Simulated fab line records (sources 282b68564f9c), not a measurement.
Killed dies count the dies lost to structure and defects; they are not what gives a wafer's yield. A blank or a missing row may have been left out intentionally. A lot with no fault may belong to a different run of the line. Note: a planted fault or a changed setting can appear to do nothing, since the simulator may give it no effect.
fab line records -- flow rit_cmos
record: lots: 7, wafers: 21, last_day: 7
route steps=202 shown NSD@133 PSD@142 M1@202
lots with no fault: from the same line, run without faults
start_h: hours from the record's first day to the start of the lot's first wafer shown -- wait_h: time in hours since the lot's previous step -- " identical to the entry in the row above -- L1.1+2: a row that stands for several wafers -- - no value, or no start given -- * or withheld: withheld -- < > ~ a bound
route shown NAME@n: NAME is a module with steps in the file, n the number in the route of the first one -- usual: average and standard deviation across the fault-free wafers -- same: alike in all rows -- chamber/n: place in a boat -- sites: each site's reading -- _std_site: the standard deviation of these -- _edge_site: outer sites' mean less inner sites' -- radius_mm: for every site, how far away it sits from the centre of the wafer -- mask NAME#n: copy n -- behind: tool/chamber where the wafer was last shaped -- hold: reason for holding the lot/hours on hold/outcome of the hold -- device: transistor that didn't switch, given as n, p or np -- end of line: the route-end tests of the same wafers -- step lacking rows: just its recipe -- killed: count of dies lost to structure and defects at first sort (not the wafer's yield) -- map: per-die view of a wafer (x killed, . not killed, _ where there is no die)
set.NAME: the setting as run; set.NAME@STEP: as run at that earlier step -- model.NAME: the simulator's own value behind a step, which no gauge read
certain route steps with their lots: each step a table, each wafer a row
services: from which hour (start_h, from the record's first day; less than 0 if before it) a tool's chamber was out of use, for how many hours, and why
== steps ==
step: RIT_NSD_SOFTBAKE_02
recipe: resist: NOVOLAK, temp_c: 90, time_s: 60
step: RIT_NSD_EXPOSE_03
recipe: mask_id: M9, na: 0.57, target_cd_nm: 40700, dose_mj: 250
step: RIT_NSD_PEB_04
recipe: resist: NOVOLAK, temp_c: withheld, time_s: withheld
step: RIT_NSD_DEVELOP_05
recipe: resist: NOVOLAK, develop_time_s: 50, dev_temp_c: 23
step: RIT_NSD_OVL_MEAS_06
usual: NSD_OVL: -0.5/1.2
lot.wafer,tool,chamber,start_h,wait_h,NSD_OVL[nm]
L724.1,overlay-02,-,67.89,-,-1.7
L724.2,overlay-02,-,67.89,-,-1.6
L724.6,overlay-02,-,67.89,-,-1.4
L727.1,overlay-01,-,81.11,-,0.5
L727.2,overlay-01,-,81.11,-,0.7
L727.6,overlay-01,-,81.11,-,0.6
L731.1,overlay-02,-,101.63,-,0.7
L731.5,overlay-02,-,101.63,-,0.9
L731.6,overlay-02,-,101.63,-,-0.4
L734.2,overlay-02,-,116.80,-,-0.1
L734.5,overlay-02,-,116.80,-,-0.4
L734.6,overlay-02,-,116.80,-,-1.9
L735.2,overlay-01,-,121.64,-,-0.3
L735.3,overlay-01,-,121.64,-,-0.3
L735.5,overlay-01,-,121.64,-,-0.4
L740.3,overlay-01,-,148.79,-,0.1
L740.5,overlay-01,-,148.79,-,-1.5
L740.6,overlay-01,-,148.79,-,1.4
L742.1,overlay-02,-,162.53,-,1.2
L742.4,overlay-02,-,162.53,-,-0.1
L742.5,overlay-02,-,162.53,-,-0.3
step: RIT_NSD_HARDBAKE_07
recipe: resist: NOVOLAK, temp_c: 140, time_s: 60
step: RIT_NSD_IMPLANT_08
recipe: species: P, energy_kev: 25, dose_cm2: 1e+15, tilt_deg: 7
step: RIT_NSD_STRIP_09
recipe: chemistry: O2, time_s: 180, resist: NOVOLAK, platen_temp_c: withheld, power_w: 500, pressure_mtorr: 4000, o2_flow_sccm: 4000
usual: drypump_motor_current_A: 5.6/0.37
lot.wafer,tool,chamber,start_h,wait_h,drypump_motor_current_A,rf_hours_counter_h
L724.1,plasma_asher-03,1,68.23,0.1,5.4,36
L724.2,plasma_asher-03,0,68.23,0.1,5.4,36
L724.6,plasma_asher-03,0,68.23,0.1,5.4,-
L727.1,plasma_asher-03,0,81.45,0.1,5.4,38
L727.2,plasma_asher-03,1,81.45,0.1,5.4,38
L727.6,plasma_asher-03,1,81.45,0.1,5.4,-
L731.1,plasma_asher-03,1,102.01,0.1,5.4,40
L731.5,plasma_asher-03,1,102.01,0.1,5.4,-
L731.6,plasma_asher-03,0,102.01,0.1,5.4,-
L734.2,plasma_asher-01,1,117.13,0.1,6.0,50
L734.5,plasma_asher-01,0,117.13,0.1,5.9,-
L734.6,plasma_asher-01,1,117.13,0.1,6.0,-
L735.2,plasma_asher-02,1,121.97,0.1,5.5,35
L735.3,plasma_asher-02,0,121.97,0.1,4.7,-
L735.5,plasma_asher-02,0,121.97,0.1,4.7,-
L740.3,plasma_asher-02,0,149.17,0.1,4.7,-
L740.5,plasma_asher-02,1,149.17,0.1,5.5,-
L740.6,plasma_asher-02,0,149.17,0.1,4.7,-
L742.1,plasma_asher-01,1,162.98,0.1,6.0,54
L742.4,plasma_asher-01,0,162.98,0.1,5.9,-
L742.5,plasma_asher-01,0,162.98,0.1,6.0,-
step: RIT_NSD_TW_MEAS_10
usual: NSD_TW: 3115/38
lot.wafer,tool,chamber,start_h,wait_h,NSD_TW
L724.1,film_metro-01,-,68.40,0.1,3068
L724.2,film_metro-01,-,68.40,0.1,3040
L724.6,film_metro-01,-,68.40,0.1,3058
L727.1,film_metro-01,-,81.62,0.1,3073
L727.2,film_metro-01,-,81.62,0.1,3059
L727.6,film_metro-01,-,81.62,0.1,3053
L731.1,film_metro-02,-,102.18,0.1,3147
L731.5,film_metro-02,-,102.18,0.1,3153
L731.6,film_metro-02,-,102.18,0.1,3140
L734.2,film_metro-02,-,117.31,0.1,3152
L734.5,film_metro-02,-,117.31,0.1,3155
L734.6,film_metro-02,-,117.31,0.1,3162
L735.2,film_metro-03,-,122.15,0.1,3142
L735.3,film_metro-03,-,122.15,0.1,3133
L735.5,film_metro-03,-,122.15,0.1,3152
L740.3,film_metro-01,-,149.31,0.1,3086
L740.5,film_metro-01,-,149.31,0.1,3068
L740.6,film_metro-01,-,149.31,0.1,3074
L742.1,film_metro-03,-,163.15,0.1,3146
L742.4,film_metro-03,-,163.15,0.1,3145
L742.5,film_metro-03,-,163.15,0.1,3143
step: RIT_PSD_HMDS_00
recipe: prime_time_s: 60, prime_temp_c: 140
step: RIT_PSD_COAT_01
recipe: resist: NOVOLAK, spin_rpm: 3250, resist_thk_nm: 1000
step: RIT_PSD_SOFTBAKE_02
recipe: resist: NOVOLAK, temp_c: 90, time_s: 60
step: RIT_PSD_EXPOSE_03
recipe: mask_id: M10, na: 0.57, target_cd_nm: 40900, dose_mj: 250
lot.wafer,tool,chamber,start_h,wait_h,mask,model.PSD.overlay_x_nm
L724.1+2+6,iline_stepper-01,0,69.04,0.2,M10#0,1.663
L727.1+2+6,iline_stepper-02,0,82.13,0.1,M10#0,0.6027
L731.1+5+6,iline_stepper-01,0,102.69,0.1,M10#0,8147
L734.2+5+6,iline_stepper-01,0,117.96,0.2,M10#0,8149
L735.2+3+5,iline_stepper-01,0,122.67,0.1,M10#0,8148
L740.3+5+6,iline_stepper-02,0,149.84,0.1,M10#0,-0.2015
L742.1+4+5,iline_stepper-02,0,163.66,0.1,M10#0,0.6742
step: RIT_PSD_PEB_04
recipe: resist: NOVOLAK, temp_c: withheld, time_s: withheld
step: RIT_PSD_DEVELOP_05
recipe: resist: NOVOLAK, develop_time_s: 50, dev_temp_c: 23
step: RIT_PSD_OVL_MEAS_06
usual: PSD_OVL: 0.4/1.2
lot.wafer,tool,chamber,start_h,wait_h,PSD_OVL[nm]
L724.1,overlay-01,-,69.44,-,3.2
L724.2,overlay-01,-,69.44,-,0.8
L724.6,overlay-01,-,69.44,-,3.3
L727.1,overlay-01,-,82.53,-,0.2
L727.2,overlay-01,-,82.53,-,0.7
L727.6,overlay-01,-,82.53,-,-0.1
L731.1,overlay-02,-,103.09,-,-
L731.5,overlay-02,-,103.09,-,-
L731.6,overlay-02,-,103.09,-,-
L734.2,overlay-02,-,118.34,-,-
L734.5,overlay-02,-,118.34,-,-
L734.6,overlay-02,-,118.34,-,-
L735.2,overlay-01,-,123.06,-,-
L735.3,overlay-01,-,123.06,-,-
L735.5,overlay-01,-,123.06,-,-
L740.3,overlay-02,-,150.21,-,1.5
L740.5,overlay-02,-,150.21,-,0.2
L740.6,overlay-02,-,150.21,-,-0.1
L742.1,overlay-01,-,164.06,-,1.8
L742.4,overlay-01,-,164.06,-,0.2
L742.5,overlay-01,-,164.06,-,1.6
step: RIT_PSD_HARDBAKE_07
recipe: resist: NOVOLAK, temp_c: 139, time_s: 60
step: RIT_M1_PROBE_99
usual: killed_at_front_end: 7/3.1, killed_dies: 7/3.1, killed_on_rim: 1.9/1.4, killed_open: 3.5/1.9, killed_short: 3.6/2.1
same: gross_dies: 264, killed_at_M0_to_M3: 0, killed_at_M4_up: 0, killed_at_back_side: 0, killed_at_contacts: 0, killed_at_other: 0
lot.wafer,tool,chamber,start_h,wait_h,killed_at_front_end,killed_dies,killed_on_rim,killed_open,killed_short,model.etest.pmos_narrow.short,model.etest.pmos_turned.short,model.etest.pmos_0p3.over_limit,model.etest.select_edge_diode_p.over_limit,model.etest.ring.no_ring,model.etest.pmos_0p15.over_limit,model.etest.pmos_0p3.short,model.etest.pmos_0p15.short
L724.1,prober-02,-,78.49,0.1,7,7,4,3,4,0,0,0,0,0,0,0,0
L724.2,prober-02,-,78.54,0.1,7,7,1,4,3,0,0,0,0,0,0,0,0
L724.6,prober-02,-,78.74,0.2,9,9,2,3,6,0,0,0,0,0,0,0,0
L727.1,prober-01,-,90.90,0.1,2,2,1,0,2,0,0,0,0,0,0,0,0
L727.2,prober-01,-,90.95,0.1,10,10,3,3,7,0,0,0,0,0,0,0,0
L727.6,prober-01,-,91.15,0.2,5,5,3,3,2,0,0,0,0,0,0,0,0
L731.1,prober-01,-,111.38,0.1,264,264,70,2,4,1,1,1,1,1,1,1,1
L731.5,prober-01,-,111.58,0.2,264,264,70,2,4,1,1,1,1,1,1,1,1
L731.6,prober-01,-,111.63,0.2,264,264,70,3,3,1,1,1,1,1,1,1,1
L734.2,prober-02,-,127.01,0.1,264,264,70,7,4,1,1,1,1,1,1,1,1
L734.5,prober-02,-,127.16,0.2,264,264,70,6,3,1,1,1,1,1,1,1,1
L734.6,prober-02,-,127.21,0.2,264,264,70,7,5,1,1,1,1,1,1,1,1
L735.2,prober-01,-,133.98,0.1,264,264,70,7,7,1,1,1,1,1,1,1,1
L735.3,prober-01,-,134.03,0.2,264,264,70,5,5,1,1,1,1,1,1,1,1
L735.5,prober-01,-,134.13,0.2,264,264,70,1,4,1,1,1,1,1,1,1,1
L740.3,prober-02,-,159.94,0.2,1,1,0,1,0,0,0,0,0,0,0,0,0
L740.5,prober-02,-,160.04,0.2,5,5,1,2,3,0,0,0,0,0,0,0,0
L740.6,prober-02,-,160.09,0.2,4,4,1,2,2,0,0,0,0,0,0,0,0
L742.1,prober-02,-,173.02,0.1,3,3,0,1,2,0,0,0,0,0,0,0,0
L742.4,prober-02,-,173.17,0.2,7,7,2,3,4,0,0,0,0,0,0,0,0
L742.5,prober-02,-,173.22,0.2,3,3,1,2,1,0,0,0,0,0,0,0,0
killed by level:class
L724.1 GATE:geometric_particle:short=2 REOX:geometric_particle:open=2 FOX2:geometric_particle:open=1 REOX:geometric_particle:short=1 SILICIDE:geometric_particle:short=1
L724.2 FOX1:geometric_particle:open=2 GATE:geometric_particle:short=2 FOX2:geometric_particle:open=1 REOX:geometric_particle:open=1 REOX:geometric_particle:short=1
L724.6 FOX1:geometric_particle:short=2 GATE:geometric_particle:short=2 GATE:geometric_particle:open=2 FOX1:geometric_particle:open=1 REOX:geometric_particle:short=1 SILICIDE:geometric_particle:short=1
L727.1 FOX2:geometric_particle:short=1 SPACER:geometric_particle:short=1
L727.2 SPACER:geometric_particle:short=4 GATE:geometric_particle:open=2 SILICIDE:geometric_particle:short=2 GATE:geometric_particle:short=1 SILICIDE:geometric_particle:open=1
L727.6 REOX:geometric_particle:short=2 REOX:geometric_particle:open=1 SPACER:geometric_particle:open=1 SILICIDE:geometric_particle:open=1
L731.1 PSD:overlay=258 REOX:geometric_particle:open=2 SILICIDE:geometric_particle:short=2 FOX1:geometric_particle:short=1 REOX:geometric_particle:short=1
L731.5 PSD:overlay=258 FOX1:geometric_particle:open=1 FOX1:geometric_particle:short=1 FOX2:geometric_particle:open=1 GATE:geometric_particle:short=1 SPACER:geometric_particle:short=1 SILICIDE:geometric_particle:short=1
L731.6 PSD:overlay=258 FOX1:geometric_particle:short=2 FOX1:geometric_particle:open=1 REOX:geometric_particle:open=1 SPACER:geometric_particle:open=1 SILICIDE:geometric_particle:short=1
L734.2 PSD:overlay=253 GATE:geometric_particle:open=3 GATE:geometric_particle:short=2 SPACER:geometric_particle:open=2 FOX1:geometric_particle:short=1 FOX1:geometric_particle:open=1 FOX2:geometric_particle:open=1 SPACER:geometric_particle:short=1
L734.5 PSD:overlay=255 GATE:geometric_particle:open=2 SPACER:geometric_particle:short=2 SILICIDE:geometric_particle:open=2 FOX1:geometric_particle:short=1 REOX:geometric_particle:open=1 SPACER:geometric_particle:open=1
L734.6 PSD:overlay=252 SPACER:geometric_particle:short=4 SPACER:geometric_particle:open=2 SILICIDE:geometric_particle:open=2 FOX1:geometric_particle:open=1 GATE:geometric_particle:open=1 REOX:geometric_particle:open=1 SILICIDE:geometric_particle:short=1
L735.2 PSD:overlay=250 GATE:geometric_particle:open=3 FOX2:geometric_particle:short=2 GATE:geometric_particle:short=2 SPACER:geometric_particle:short=2 FOX1:geometric_particle:open=1 REOX:geometric_particle:short=1 REOX:geometric_particle:open=1
L735.3 PSD:overlay=254 SILICIDE:geometric_particle:open=4 REOX:geometric_particle:short=2 SILICIDE:geometric_particle:short=2 GATE:geometric_particle:short=1 GATE:geometric_particle:open=1
L735.5 PSD:overlay=259 FOX1:geometric_particle:short=2 SPACER:geometric_particle:short=2 GATE:geometric_particle:open=1
L740.3 FOX1:geometric_particle:open=1
L740.5 FOX1:geometric_particle:open=1 FOX2:geometric_particle:short=1 GATE:geometric_particle:short=1 GATE:geometric_particle:open=1 SPACER:geometric_particle:short=1
L740.6 GATE:geometric_particle:open=2 GATE:geometric_particle:short=1 REOX:geometric_particle:short=1
L742.1 GATE:geometric_particle:short=1 REOX:geometric_particle:open=1 SILICIDE:geometric_particle:short=1
L742.4 FOX2:geometric_particle:short=2 FOX2:geometric_particle:open=1 GATE:geometric_particle:short=1 GATE:geometric_particle:open=1 REOX:geometric_particle:short=1 REOX:geometric_particle:open=1
L742.5 GATE:geometric_particle:open=2 GATE:geometric_particle:short=1
map L731.1 (x killed, . not)
________xxxxxxx_______
_____xxxxxxxxxxxxx____
____xxxxxxxxxxxxxxx___
___xxxxxxxxxxxxxxxxx__
__xxxxxxxxxxxxxxxxxxx_
__xxxxxxxxxxxxxxxxxxx_
_xxxxxxxxxxxxxxxxxxxxx
_xxxxxxxxxxxxxxxxxxxxx
_xxxxxxxxxxxxxxxxxxxxx
_xxxxxxxxxxxxxxxxxxxxx
__xxxxxxxxxxxxxxxxxxx_
__xxxxxxxxxxxxxxxxxxx_
___xxxxxxxxxxxxxxxxx__
____xxxxxxxxxxxxxxx___
_____xxxxxxxxxxxxx____
________xxxxxxx_______
map L734.2 (x killed, . not)
________xxxxxxx_______
_____xxxxxxxxxxxxx____
____xxxxxxxxxxxxxxx___
___xxxxxxxxxxxxxxxxx__
__xxxxxxxxxxxxxxxxxxx_
__xxxxxxxxxxxxxxxxxxx_
_xxxxxxxxxxxxxxxxxxxxx
_xxxxxxxxxxxxxxxxxxxxx
_xxxxxxxxxxxxxxxxxxxxx
_xxxxxxxxxxxxxxxxxxxxx
__xxxxxxxxxxxxxxxxxxx_
__xxxxxxxxxxxxxxxxxxx_
___xxxxxxxxxxxxxxxxx__
____xxxxxxxxxxxxxxx___
_____xxxxxxxxxxxxx____
________xxxxxxx_______
== services ==
tool,chamber,start_h,hours,kind
plasma_asher-02,-,50.59,2.3,repair
plasma_asher-01,-,60.14,2.8,pm
plasma_asher-02,-,77.20,0.7,repair
plasma_asher-02,-,78.69,1.6,repair
plasma_asher-03,-,79.26,1.9,repair
plasma_asher-02,-,88.25,2.5,repair
iline_stepper-01,0,101.34,-,calibration
plasma_asher-03,-,108.75,9.0,pm
plasma_asher-03,0,108.75,9.0,vent_cycle
plasma_asher-03,1,108.75,9.0,vent_cycle
plasma_asher-03,0,117.75,-,clean
plasma_asher-03,1,117.75,-,clean
plasma_asher-03,-,133.45,1.9,repair
iline_stepper-01,-,144.69,2.1,pm
iline_stepper-01,-,146.78,-,consumable_replace:lamp
== key ==
first_sign: step: RIT_PSD_OVL_MEAS_06, reading: PSD_OVL, direction: missing
effect: step: RIT_M1_PROBE_99, reading: killed_at_front_end, direction: up, sigmas: 83, usual: 7, struck: 264
model_effect: step: RIT_PSD_EXPOSE_03, value: PSD.overlay_x_nm, without: -0.1929, struck: 8148
model_effect: step: RIT_M1_PROBE_99, value: etest.pmos_narrow.short, without: 0, struck: 1
more_kills_born_at: RIT_PSD_EXPOSE_03@iline_stepper-01: 2297
met_at RIT_PSD_EXPOSE_03
struck_wafers L731.1,L731.5,L731.6,L734.2,L734.5,L734.6,L735.2,L735.3,L735.5
tester_left_out L731,L734,L735
onset_between 69.04 102.69
fault: kind: scanner_matching_overlay, tool: iline_stepper-01, chamber: -, onset_h: 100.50, steps: RIT_PSD_EXPOSE_03, offset: 8148
tester_left_out: of these lots the tester's yield and bins aren't shown, on N5 and GAA mostly nor the transistor test; their killed dies are dies lost to structure and defects alone, not to doping, threshold or leakage, so they don't give the yield
